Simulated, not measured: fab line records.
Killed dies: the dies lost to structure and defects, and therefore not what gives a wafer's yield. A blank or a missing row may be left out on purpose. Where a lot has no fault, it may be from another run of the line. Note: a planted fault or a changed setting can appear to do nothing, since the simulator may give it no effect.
Which of the tools did it? -- flow berkeley_cmos170 -- 13 lots, 39 wafers sampled, at 6 steps of a route of 331

== WHAT EACH GAUGE READ, for each wafer ==
UCB170_NWELL_THK_MEAS_02.
lot,measured,on,NWELL_OXIDE_THK (nm)
L170,day 2 06:20,film_metro-01,26.3 26.0 26.3
L171,day 2 14:48,film_metro-01,26.8 26.8 27.0
L174,day 3 04:37,film_metro-03,26.8 27.0 26.8
L175,day 3 16:39,film_metro-04,26.7 27.0 27.2
L177,day 4 00:26,film_metro-04,26.2 26.2 26.6
L178,day 4 00:26,film_metro-01,26.9 26.5 26.6
L181,day 4 16:22,film_metro-03,26.4 26.6 26.5
L184,day 5 11:37,film_metro-03,25.4 25.5 25.4
L185,day 5 15:59,film_metro-03,25.5 25.3 25.5
L186,day 5 15:59,film_metro-04,25.9 25.9 26.0
L188,day 6 00:47,film_metro-04,26.1 25.7 26.5
L189,day 6 10:01,film_metro-01,25.9 25.8 26.0
L190,day 6 17:55,film_metro-03,27.1 26.8 26.8

UCB170_NWELL_TW_MEAS_16.
lot,measured,on,NWELL_TW
L170,day 2 15:29,film_metro-03,1248 1248 1249
L171,day 3 02:09,film_metro-04,1250 1257 1249
L174,day 3 14:37,film_metro-03,1247 1244 1247
L175,day 4 02:43,film_metro-01,1233 1238 1241
L177,day 4 10:22,film_metro-01,1237 1235 1237
L178,day 4 10:29,film_metro-03,1243 1245 1235
L181,day 5 04:52,film_metro-01,1239 1241 1239
L184,day 5 20:43,film_metro-03,1246 1243 1252
L185,day 6 01:40,film_metro-01,1244 1243 1245
L186,day 6 01:56,film_metro-04,1246 1241 1239
L188,day 6 11:31,film_metro-03,1248 1249 1252
L189,day 6 19:20,film_metro-04,1252 1246 1242
L190,day 7 01:28,film_metro-04,1261 1266 1252

UCB170_PWELL_OVL_MEAS_13.
lot,measured,on,PWELL_OVL (nm)
L170,day 3 16:25,overlay-01,6 11 10
L171,day 3 23:36,overlay-02,8 14 11
L174,day 4 06:12,overlay-02,0 8 7
L175,day 4 21:37,overlay-01,7 13 13
L177,day 5 09:01,overlay-02,6 9 12
L178,day 5 08:44,overlay-02,0 10 -1
L181,day 5 22:19,overlay-01,7 6 8
L184,day 6 15:52,overlay-01,19 11 12
L185,day 6 15:55,overlay-02,2 -3 0
L186,day 6 16:09,overlay-02,- - -
L188,day 7 13:16,overlay-02,9 6 9
L189,day 7 18:21,overlay-02,4 6 3
L190,day 7 19:10,overlay-02,-1 -3 1

UCB170_PWELL_TW_MEAS_17.
lot,measured,on,PWELL_TW
L170,day 3 16:49,film_metro-02,384 382 382
L171,day 3 23:59,film_metro-01,375 373 377
L174,day 4 06:35,film_metro-03,376 377 375
L175,day 4 22:00,film_metro-03,376 374 374
L177,day 5 09:23,film_metro-01,375 376 375
L178,day 5 09:07,film_metro-01,376 377 376
L181,day 5 22:42,film_metro-03,380 378 380
L184,day 6 16:15,film_metro-03,378 377 379
L185,day 6 16:21,film_metro-02,384 385 383
L186,day 6 16:32,film_metro-01,30 30 30 30 30 30
L188,day 7 13:39,film_metro-02,388 387 386
L189,day 7 18:44,film_metro-03,379 379 379
L190,day 7 19:32,film_metro-03,378 377 380

UCB170_ACTIVE_THK_MEAS_03.
lot,measured,on,ACTIVE_OXIDE_THK (nm)
L170,day 4 19:51,film_metro-01,25.6 26.0 25.8
L171,day 4 19:51,film_metro-02,25.2 25.2 25.4
L174,day 5 10:15,film_metro-04,25.7 25.3 25.6
L175,day 5 22:06,film_metro-01,26.5 26.9 26.7
L177,day 6 10:58,film_metro-01,25.6 25.6 26.0
L178,day 6 10:58,film_metro-02,26.5 26.5 26.6
L181,day 6 19:57,film_metro-01,26.3 26.6 26.8
L184,day 7 16:25,film_metro-04,26.5 26.8 26.2
L185,day 7 16:25,film_metro-02,26.6 26.8 26.2
L188,day 8 16:15,film_metro-04,25.6 25.8 25.6
L189,day 8 16:16,film_metro-02,27.1 26.9 26.6
L190,day 8 16:19,film_metro-02,25.2 25.7 26.0

== WHAT TOOL EACH LOT RAN ON (gives the tool, then ch and the chambers of the sampled wafers, and finally the start) ==
lot,UCB170_PWELL_EXPOSE_10
L170,"krf_scanner-01 ch 0, day 3 15:41"
L171,"krf_scanner-02 ch 0, day 3 23:13"
L174,"krf_scanner-01 ch 0, day 4 05:48"
L175,"krf_scanner-02 ch 0, day 4 21:14"
L177,"krf_scanner-02 ch 0, day 5 08:11"
L178,"krf_scanner-02 ch 0, day 5 07:56"
L181,"krf_scanner-01 ch 0, day 5 21:56"
L184,"krf_scanner-01 ch 0, day 6 15:23"
L185,"krf_scanner-01 ch 0, day 6 15:30"
L186,"krf_scanner-02 ch 0, day 6 15:44"
L188,"krf_scanner-02 ch 0, day 7 12:40"
L189,"krf_scanner-01 ch 0, day 7 17:39"
L190,"krf_scanner-02 ch 0, day 7 18:14"
- UCB170_PWELL_EXPOSE_10: exposes mask PWELL, target cd 3000 nm.

== WHAT THE TOOLS THEMSELVES READ (means of the sampled wafers that have a number; where no wafer has one, the mark that the record gives instead) ==
The record holds no such reading with a usual standard deviation.

== THE ANSWER, worked out from the rows above alone ==
Rule: the lots themselves supply what counts as usual. The widest of any qualifying gaps counts: lots, ordered by their means at a reading, are off when they make up no more than a third of the lots, leave a main group of 4 or more, and stand apart from it by 3 or more times the standard deviation of that group's means. A main group whose means are all the same, to the digits that the tables above print for the reading, isn't used. Also off: a lot with no number at a reading for which 4 or more lots have one. Any other lot the step has rows for is counted as sound. After the gauges, taken in route order, come the tools' own readings; for these a lot's mean is taken, as printed above. At the first step where some lot is off, the reading lying furthest off is the one used; lots without a number count as furthest.
Off: at UCB170_PWELL_OVL_MEAS_13 (PWELL_OVL), L186. Without a number there: L186. Main group: mean 7 nm, sd 4.4.
If a tool, at a process step before that reading, ran all the lots that are off and no sound lot after the first of them, it fits. Not tried: the gauges at UCB170_PWELL_OVL_MEAS_13; whatever is off there is also off at UCB170_PWELL_TW_MEAS_17, on other tools, and gauge error can't account for it. None of those tried fits.

== WHAT THE SIMULATOR PUT IN ==
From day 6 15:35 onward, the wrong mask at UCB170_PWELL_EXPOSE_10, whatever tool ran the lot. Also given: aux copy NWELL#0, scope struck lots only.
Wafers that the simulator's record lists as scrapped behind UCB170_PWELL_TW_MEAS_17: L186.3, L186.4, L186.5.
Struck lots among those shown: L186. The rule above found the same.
